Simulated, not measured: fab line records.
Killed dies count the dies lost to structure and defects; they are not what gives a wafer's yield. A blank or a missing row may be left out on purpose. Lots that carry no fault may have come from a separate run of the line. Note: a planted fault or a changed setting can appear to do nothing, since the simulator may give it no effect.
fab line records | flow rit_cmos
[record] lots = 7 wafers = 21 last_day = 7
route steps=202 shown PRETRO@72 GATE@75 FOX2@80
lots with no fault: from the same line, run without faults
start_h: start of the lot's first displayed wafer, in hours after the record's first day | wait_h: hours from the lot's prior step to this one | " unchanged from the row above | L1.1+2: a row that stands for several wafers | - no value, or no start given | * or withheld: withheld | < > ~ a bound
route shown NAME@n: names a module that has steps shown in the file, with the first one's number in the route | usual: mean and standard deviation over wafers with no fault | same: alike in all rows | chamber/n: place in a boat | sites: each site's reading | _std_site: the values' standard deviation | _edge_site: mean of outer sites minus mean of inner sites | radius_mm: how far each site lies from the wafer's centre | mask NAME#n: copy n | behind: the tool/chamber that last shaped the wafer | hold: reason for holding the lot/hours on hold/outcome of the hold | device: the n, p or np transistor that did not switch | end of line: at the end of the route, the tests of the same wafers | where a step has no rows: the recipe by itself | killed: dies that structure and defects cost at the first sort, which is not the same as the wafer's yield | map: shows each die of a wafer: x if killed, . if not, _ if none is there
set.NAME: the setting that was run; set.NAME@STEP: the one run at that earlier step | model.NAME: the simulator's own value behind a step, which no gauge read
lots at some steps of the route; a table a step, a row a wafer
services: the hour from which a tool's chamber was out of use, counted from the record's first day as start_h (under 0 if before that day), plus the number of hours and why
[[steps]]
[step RIT_PRETRO_IMPLANT_08]
[recipe] species = B energy_kev = 45 dose_cm2 = 1.2e+13 tilt_deg = 7
[step RIT_PRETRO_STRIP_09]
[recipe] chemistry = O2 time_s = 180 resist = NOVOLAK platen_temp_c = withheld power_w = 500 pressure_mtorr = 4000 o2_flow_sccm = 4000
[usual] drypump_motor_current_A = 5.7/0.39
// columns lot.wafer tool chamber start_h wait_h drypump_motor_current_A rf_hours_counter_h
L260.2 plasma_asher-01 1 32.19 0.1 6.2 39
L260.4 " 1 " " 6.1 -
L260.6 " 1 " " 6.2 -
L262.1 plasma_asher-01 1 42.47 0.1 6.2 41
L262.5 " 1 " " 6.2 -
L262.6 " 0 " " 5.4 -
L264.2 plasma_asher-04 0 51.31 0.1 5.9 39
L264.5 " 0 " " 5.9 -
L264.6 " 1 " " 5.7 -
L265.1 plasma_asher-03 0 57.01 0.1 5.8 43
L265.4 " 1 " " 4.8 -
L265.6 " 1 " " 4.8 -
L266.1 plasma_asher-01 1 62.14 0.1 6.2 43
L266.5 " 1 " " 6.1 -
L266.6 " 0 " " 5.4 -
L277.2 plasma_asher-03 1 116.06 0.1 4.8 50
L277.4 " 0 " " 5.8 -
L277.6 " 1 " " 4.8 -
L280.1 plasma_asher-01 1 131.98 0.1 6.1 51
L280.4 " 1 " " 6.1 -
L280.5 " 1 " " 6.2 -
[step RIT_PRETRO_TW_MEAS_10]
[usual] PRETRO_TW = 474/9.2
// columns lot.wafer tool chamber start_h wait_h PRETRO_TW
L260.2 film_metro-03 - 32.38 0.1 482
L260.4 " - " " 480
L260.6 " - " " 479
L262.1 film_metro-02 - 42.64 0.1 481
L262.5 " - " " 481
L262.6 " - " " 481
L264.2 film_metro-01 - 51.49 0.1 462
L264.5 " - " " 462
L264.6 " - " " 463
L265.1 film_metro-01 - 57.18 0.1 461
L265.4 " - " " 461
L265.6 " - " " 460
L266.1 film_metro-02 - 62.31 0.1 482
L266.5 " - " " 478
L266.6 " - " " 479
L277.2 film_metro-02 - 116.24 0.1 476
L277.4 " - " " 477
L277.6 " - " " 480
L280.1 film_metro-02 - 132.15 0.1 480
L280.4 " - " " 476
L280.5 " - " " 479
[step RIT_GATE_WET_ETCH_00]
[recipe] chemistry = BOE target = SiO2 target_depth_nm = 56 time_s = 60 dry = n2_spin dilution = 10:1 temp_c = 21.5
[step RIT_GATE_CLEAN_01]
[recipe] chemistry = SC1 mix = 3:3:50 time_s = 600 temp_c = 75
[step RIT_GATE_CLEAN_02]
[recipe] chemistry = dHF dilution = 50:1 time_s = 30
[step RIT_GATE_CLEAN_03]
[recipe] chemistry = SC2 mix = 3:3:50 time_s = 600 temp_c = 75 dry = n2_spin
[step RIT_GATE_CLEAN_04]
[recipe] chemistry = dHF dilution = 50:1 time_s = 60 dry = n2_spin
[step RIT_FOX2_THK_MEAS_91]
[recipe] reads = SiO2_of_FOX2_OXIDATION_00
[usual] FIELD_OXIDE_LEFT_2_THK = 256/5.9
// columns lot.wafer tool chamber start_h wait_h FIELD_OXIDE_LEFT_2_THK[nm]
L260.2 film_metro-03 - 32.89 0.0 260
L260.4 " - " " 260
L260.6 " - " " 264
L262.1 film_metro-04 - 43.14 0.0 261
L262.5 " - " " 258
L262.6 " - " " 256
L264.2 film_metro-04 - 51.97 0.0 264
L264.5 " - " " 261
L264.6 " - " " 260
L265.1 film_metro-03 - 57.66 0.0 255
L265.4 " - " " 257
L265.6 " - " " 251
L266.1 film_metro-04 - 62.81 0.0 251
L266.5 " - " " 248
L266.6 " - " " 255
L277.2 film_metro-03 - 116.72 0.0 250
L277.4 " - " " 254
L277.6 " - " " 249
L280.1 film_metro-04 - 132.63 0.0 252
L280.4 " - " " 256
L280.5 " - " " 258
[step RIT_GATE_OXIDATION_05]
[recipe] temp_c = 900 ambient = O2 target_thk_a = 30 ox_time_s = 270
[step RIT_GATE_ANNEAL_06]
[recipe] temp_c = 900 time_s = 600 ambient = N2O
[step RIT_GATE_THK_MEAS_07]
[recipe] reads = SiO2_of_GATE_OXIDATION_05
[usual] GATE_OXIDE_THK = 3.00/0.062
// columns lot.wafer tool chamber start_h wait_h GATE_OXIDE_THK[nm]
L260.2 film_metro-04 - 35.57 0.0 3.10
L260.4 " - " " 3.04
L260.6 " - " " 3.02
L262.1 film_metro-01 - 44.83 0.0 2.96
L262.5 " - " " 2.95
L262.6 " - " " 3.01
L264.2 film_metro-04 - 53.64 0.0 2.94
L264.5 " - " " 3.01
L264.6 " - " " 2.96
L265.1 film_metro-01 - 59.69 0.0 2.97
L265.4 " - " " 3.02
L265.6 " - " " 3.02
L266.1 film_metro-03 - 64.78 0.0 2.96
L266.5 " - " " 2.93
L266.6 " - " " 2.96
L277.2 film_metro-01 - 118.11 0.0 3.04
L277.4 " - " " 2.98
L277.6 " - " " 3.05
L280.1 film_metro-01 - 134.01 0.0 3.06
L280.4 " - " " 3.04
L280.5 " - " " 3.05
[step RIT_GATE_CVD_08]
[recipe] material = poly-Si target_thk_nm = 250 temp_c = 610 precursor = SiH4 time_s = 2220 pressure_mtorr = 300 sih4_flow_sccm = 100
// columns lot.wafer tool chamber start_h wait_h model.poly-Si_of_GATE_CVD_08.thk_nm
L260.2 lpcvd-01 1 35.62 0.0 246.7
L260.4 " 1 " " 246.6
L260.6 " 1 " " 244.5
L262.1 lpcvd-01 1 44.89 0.1 435.5
L262.5 " 1 " " 436.5
L262.6 " 1 " " 434.8
L264.2 lpcvd-01 0 53.69 0.0 432.3
L264.5 " 0 " " 435.2
L264.6 " 0 " " 431.9
L265.1 lpcvd-02 0 59.75 0.1 249.3
L265.4 " 0 " " 246.9
L265.6 " 0 " " 248
L266.1 lpcvd-01 1 64.84 0.1 434.7
L266.5 " 1 " " 433
L266.6 " 1 " " 435.9
L277.2 lpcvd-02 0 118.16 0.0 251.1
L277.4 " 0 " " 250.7
L277.6 " 0 " " 249.6
L280.1 lpcvd-02 0 134.07 0.1 253.4
L280.4 " 0 " " 250
L280.5 " 0 " " 249.6
[step RIT_GATE_THK_MEAS_09]
[recipe] reads = poly-Si_of_GATE_CVD_08
[usual] GATE_POLY_THK = 249.5/2.3
// columns lot.wafer tool chamber start_h wait_h GATE_POLY_THK[nm]
L260.2 film_metro-04 - 37.25 0.0 246.8
L260.4 " - " " 246.7
L260.6 " - " " 244.4
L262.1 film_metro-01 - 46.51 0.0 435.2
L262.5 " - " " 436.6
L262.6 " - " " 434.8
L264.2 film_metro-03 - 55.31 0.0 432.1
L264.5 " - " " 435.3
L264.6 " - " " 432.2
L265.1 film_metro-03 - 61.37 0.0 249.1
L265.4 " - " " 246.9
L265.6 " - " " 247.9
L266.1 film_metro-04 - 66.45 0.0 435.0
L266.5 " - " " 433.4
L266.6 " - " " 436.2
L277.2 film_metro-03 - 119.78 0.0 251.1
L277.4 " - " " 250.5
L277.6 " - " " 249.5
L280.1 film_metro-04 - 135.69 0.0 253.3
L280.4 " - " " 249.9
L280.5 " - " " 249.6
[step RIT_GATE_HMDS_10]
[recipe] prime_time_s = 60 prime_temp_c = 140
[step RIT_GATE_COAT_11]
[recipe] resist = NOVOLAK spin_rpm = 4250 resist_thk_nm = 850
[step RIT_GATE_SOFTBAKE_12]
[recipe] resist = NOVOLAK temp_c = 90 time_s = 60
[step RIT_GATE_EXPOSE_13]
[recipe] mask_id = M6 na = 0.6 source_shape = conventional sigma_outer = 0.6 target_cd_nm = 150 dose_mj = 380
[step RIT_GATE_PEB_14]
[recipe] resist = NOVOLAK temp_c = withheld time_s = withheld
[step RIT_GATE_DEVELOP_15]
[recipe] resist = NOVOLAK develop_time_s = 50 dev_temp_c = 23
[step RIT_GATE_CD_MEAS_16]
[recipe] target_cd_nm = 150
[usual] cd_nm = 150.0/1.9
// columns lot.wafer tool chamber start_h wait_h cd_nm
L260.2 cd_sem-01 - 38.17 - 148.9
L260.4 " - " " 151.1
L260.6 " - " " 149.0
L262.1 cd_sem-01 - 47.56 - 150.5
L262.5 " - " " 151.1
L262.6 " - " " 148.2
L264.2 cd_sem-02 - 56.39 - 148.9
L264.5 " - " " 146.1
L264.6 " - " " 147.5
L265.1 cd_sem-02 - 62.28 - 148.8
L265.4 " - " " 150.5
L265.6 " - " " 147.6
L266.1 cd_sem-02 - 67.49 - 142.6
L266.5 " - " " 139.1
L266.6 " - " " 140.1
L277.2 cd_sem-01 - 120.92 - 151.1
L277.4 " - " " 148.3
L277.6 " - " " 149.5
L280.1 cd_sem-02 - 137.04 - 150.8
L280.4 " - " " 146.4
L280.5 " - " " 150.7
[step RIT_GATE_OVL_MEAS_17]
[usual] GATE_OVL = -0.9/1.4
// columns lot.wafer tool chamber start_h wait_h GATE_OVL[nm]
L260.2 overlay-01 - 38.27 0.1 -0.5
L260.4 " - " " 0.1
L260.6 " - " " 0.4
L262.1 overlay-01 - 47.68 0.1 -0.1
L262.5 " - " " 0.7
L262.6 " - " " 1.2
L264.2 overlay-01 - 56.50 0.1 -1.3
L264.5 " - " " -1.0
L264.6 " - " " -1.5
L265.1 overlay-02 - 62.40 0.1 -0.3
L265.4 " - " " 0.8
L265.6 " - " " -0.5
L266.1 overlay-02 - 67.61 0.1 -2.6
L266.5 " - " " -2.1
L266.6 " - " " -2.4
L277.2 overlay-01 - 121.03 0.1 -0.2
L277.4 " - " " -1.5
L277.6 " - " " -0.6
L280.1 overlay-01 - 137.16 0.1 1.6
L280.4 " - " " -0.7
L280.5 " - " " 3.0
[step RIT_GATE_HARDBAKE_18]
[recipe] resist = NOVOLAK temp_c = 140 time_s = 60
[step RIT_GATE_ETCH_19]
[recipe] chemistry = SF6/CHF3/O2 time_s = 165 SF6_flow_sccm = 30 CHF3_flow_sccm = 30 O2_flow_sccm = 5 target = poly-Si pressure_mtorr = 40 rf_w = 160 target_depth_a = 3125 over_etch_frac = 0.25 stop_on = SiO2
[usual] drypump_motor_current_A = 5.8/0.53 oes_product_au = 0.850/0.015 throttle_valve_pct = 10.19/0.16
// columns lot.wafer tool chamber start_h wait_h drypump_motor_current_A oes_product_au rf_hours_counter_h throttle_valve_pct model.GATE.feature_depth_nm model.etch.depth_nm model.GATE.cd_nm
L260.2 rie_si-01 3 38.45 0.1 5.1 0.832 120 10.07 246.7 246.7 149.2
L260.4 " 0 " " 6.4 0.834 42 10.26 246.6 246.6 151.2
L260.6 " 0 " " 6.4 0.843 - 10.25 244.5 244.5 148.8
L262.1 rie_si-01 3 48.01 0.1 5.1 1.001 120 10.08 312.4 312.4 150.5
L262.5 " 3 " " 5.0 1.001 - 10.09 312.6 312.6 151.3
L262.6 " 2 " " 5.3 1.014 - 10.26 312.5 312.5 148
L264.2 rie_si-01 0 56.68 0.1 6.4 1.009 42 10.27 315.3 315.3 148.7
L264.5 " 2 " " 5.3 1.015 - 10.27 314.1 314.1 145.9
L264.6 " 3 " " 5.0 1.006 - 10.09 316.1 316.1 147.2
L265.1 rie_si-02 2 62.58 0.1 6.3 0.855 34 10.01 249.3 249.3 148.8
L265.4 " 0 " " 5.1 0.845 2 10.21 246.9 246.9 150.3
L265.6 " 1 " " 6.0 0.862 - 9.92 248 248 147.6
L266.1 rie_si-01 3 67.80 0.1 5.1 0.999 120 10.07 312.6 312.6 142.6
L266.5 " 1 " " 6.1 1.034 - 10.44 317.4 317.4 139.3
L266.6 " 2 " " 5.3 1.013 - 10.27 315.8 315.8 140.4
L277.2 rie_si-02 0 121.31 0.1 5.1 0.854 3 10.21 251.1 251.1 151.1
L277.4 " 3 " " 6.1 0.827 94 10.34 250.7 250.7 148.6
L277.6 " 1 " " 6.0 0.866 - 9.90 249.6 249.6 149.7
L280.1 rie_si-01 0 137.34 0.1 6.4 0.863 43 10.27 253.4 253.4 151
L280.4 " 1 " " 6.1 0.854 2 10.42 250 250 146.4
L280.5 " 1 " " 6.1 0.864 - 10.44 249.6 249.6 150.7
[step RIT_GATE_STRIP_20]
[recipe] chemistry = O2 time_s = 180 resist = NOVOLAK platen_temp_c = withheld power_w = 500 pressure_mtorr = 4000 o2_flow_sccm = 4000
[usual] drypump_motor_current_A = 5.6/0.45
// columns lot.wafer tool chamber start_h wait_h drypump_motor_current_A rf_hours_counter_h
L260.2 plasma_asher-04 0 38.56 0.1 5.9 38
L260.4 " 0 " " 6.0 -
L260.6 " 1 " " 5.7 -
L262.1 plasma_asher-04 1 48.12 0.1 5.7 39
L262.5 " 1 " " 5.7 -
L262.6 " 0 " " 5.9 -
L264.2 plasma_asher-02 1 56.78 0.1 4.9 24
L264.5 " 1 " " 4.9 -
L264.6 " 0 " " 6.1 -
L265.1 plasma_asher-02 0 62.69 0.1 6.1 25
L265.4 " 1 " " 4.9 -
L265.6 " 1 " " 4.9 -
L266.1 plasma_asher-02 0 67.91 0.1 6.1 26
L266.5 " 1 " " 4.9 -
L266.6 " 0 " " 6.1 -
L277.2 plasma_asher-02 1 121.42 0.1 4.9 32
L277.4 " 0 " " 6.1 -
L277.6 " 0 " " 6.1 -
L280.1 plasma_asher-04 1 137.45 0.1 5.7 2
L280.4 " 0 " " 5.9 -
L280.5 " 0 " " 5.9 -
[[services]]
// columns tool chamber start_h hours kind
plasma_asher-02 - 24.19 15.5 repair
rie_si-01 - 83.80 2.8 pm
rie_si-01 - 100.07 0.5 repair
rie_si-01 - 105.78 0.1 repair
plasma_asher-04 - 108.75 9.0 pm
plasma_asher-04 0 108.75 9.0 vent_cycle
plasma_asher-04 1 108.75 9.0 vent_cycle
plasma_asher-04 0 117.75 - clean
plasma_asher-04 1 117.75 - clean
[[key]]
[first_sign] step = RIT_GATE_THK_MEAS_09 reading = GATE_POLY_THK direction = up sigmas = 79 usual = 249.5 struck = 434.5
[effect] step = RIT_GATE_CD_MEAS_16 reading = cd_nm direction = down sigmas = 2.2 usual = 150.0 struck = 146.0 wafers_moved = 3 through = control_loop
[effect] step = RIT_GATE_ETCH_19 reading = oes_product_au direction = up sigmas = 10 usual = 0.850 struck = 1.010 through = control_loop
[model_effect] step = RIT_GATE_CVD_08 value = poly-Si_of_GATE_CVD_08.thk_nm without = 249.2 struck = 434.4
[model_effect] step = RIT_GATE_ETCH_19 value = GATE.feature_depth_nm without = 249.2 struck = 314.3
met_at RIT_GATE_CVD_08
struck_wafers L262.1,L262.5,L262.6,L264.2,L264.5,L264.6,L266.1,L266.5,L266.6
later_rows_left_out L262.1,L262.5,L262.6,L264.2,L264.5,L264.6,L266.1,L266.5,L266.6
sort_left_out L262.1,L262.5,L262.6,L264.2,L264.5,L264.6,L266.1,L266.5,L266.6
tester_left_out L262,L264,L266
[loop_trim] step = RIT_GATE_EXPOSE_13 setting = dose lots = L266
onset_between 35.62 44.89
[fault] kind = process_parameter_drift tool = lpcvd-01 chamber = - onset_h = 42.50 steps = RIT_GATE_CVD_08 channel = target_thk_nm offset = 185.25 shape = step end_h = 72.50 acts_in = these_recipes_only stated = 250
// tester_left_out: of these lots the tester's yield and bins aren't shown, on N5 and GAA mostly nor the transistor test; their killed dies are dies lost to structure and defects alone, not to doping, threshold or leakage, so they don't give the yield
// sort_left_out: the simulated sort isn't trusted on such a fault, so these wafers' sort isn't shown, and their yield isn't known
// later_rows_left_out: the simulator's readings of these wafers behind a module that went badly wrong aren't trusted and aren't shown, but for the sort
// loop_trim: a control loop set the setting to another value than it would have without faults
